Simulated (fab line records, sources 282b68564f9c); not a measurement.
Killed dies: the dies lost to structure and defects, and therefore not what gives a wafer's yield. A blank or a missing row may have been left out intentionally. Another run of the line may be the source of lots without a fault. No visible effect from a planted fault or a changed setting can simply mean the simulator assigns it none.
Struck lot and sound lot, side by side	flow rit_cmos	14 steps out of a route of 202
Sound: these wafers, L322.1, L322.5, L322.6. Wafers struck: L331.1, L331.2, L331.5. The cause is named last.
Order at every step that has rows: each side's tool, ch and its chambers, its first start. Under that, the readings that differ: sound wafers	struck wafers	difference of the means	sigmas: that difference in standard deviations of wafers without a fault.
alike: a reading whose means differ by less than 2 such deviations, as well as words and numbers matching on both sides. not compared: withheld readings; readings where some wafer has no value; bounds like >300 that might hide an equal value; numbers whose values overlap and for which the record gives no deviation.
The two part at a step that has a row with sigmas, a row that says differs or no value, or rows on one side only. Numbers that don't overlap but have no deviation are shown without sigmas and don't part them. A reading missing from all wafers of one side parts the sides only when that side holds two or more wafers.

RIT_GATE_STRIP_20: strips in O2, time 180 s.
  sound on plasma_asher-04 ch 0,1, day 2 23:29; struck on plasma_asher-02 ch 0,1, day 4 15:50
  alike: drypump_motor_current_A, o2_flow_sccm, rf_refl_power_W
  not compared: rf_hours_counter_h
RIT_GATE_CD_MEAS_90: the cd target is 150 nm.
  sound: cd_sem-02 at day 2 23:39; struck: cd_sem-01 at day 4 16:00
  alike: cd_nm
then, 4 steps without rows for these wafers: RIT_REOX_CLEAN_00 (cleans in SC1, time 600 s); RIT_REOX_CLEAN_01 (cleans in dHF, time 30 s); RIT_REOX_CLEAN_02 (cleans in SC2, time 600 s); RIT_REOX_OXIDATION_03 (target thk 25.2 nm, ox time 5580 s).
RIT_REOX_THK_MEAS_04:
  sound: film_metro-01 at day 3 02:41; struck: film_metro-01 at day 4 19:55
  alike: REOX_OXIDE_THK
then, 5 steps without rows for these wafers: RIT_NLDD_HMDS_00 (prime time 60 s); RIT_NLDD_COAT_01 (resist thk 1000 nm); RIT_NLDD_SOFTBAKE_02 (time 60 s); RIT_NLDD_EXPOSE_03 (exposes mask M7, target cd 40700 nm); RIT_NLDD_PEB_04.
RIT_NLDD_DEVELOP_05: develop time 50 s.
  sound on litho_track-01 ch 0, day 3 03:00; struck on litho_track-01, day 4 20:00
  no value came back on the struck wafers for chill_plate_temp_C (C), develop_time_s (s); on the sound wafers chill_plate_temp_C (C) reads 22.89 22.90 23.03
RIT_NLDD_OVL_MEAS_06:
  sound: overlay-01 at day 3 03:47; struck: overlay-01 at day 4 21:01
reading	sound	struck	difference	sigmas
NLDD_OVL (nm)	-3.0 -0.3 -1.0	- - -	no value on the struck wafers	

WHERE THEY PART
Earliest at RIT_NLDD_DEVELOP_05; latest, in this record, at RIT_NLDD_OVL_MEAS_06.

WHY: what had been put in by the simulator
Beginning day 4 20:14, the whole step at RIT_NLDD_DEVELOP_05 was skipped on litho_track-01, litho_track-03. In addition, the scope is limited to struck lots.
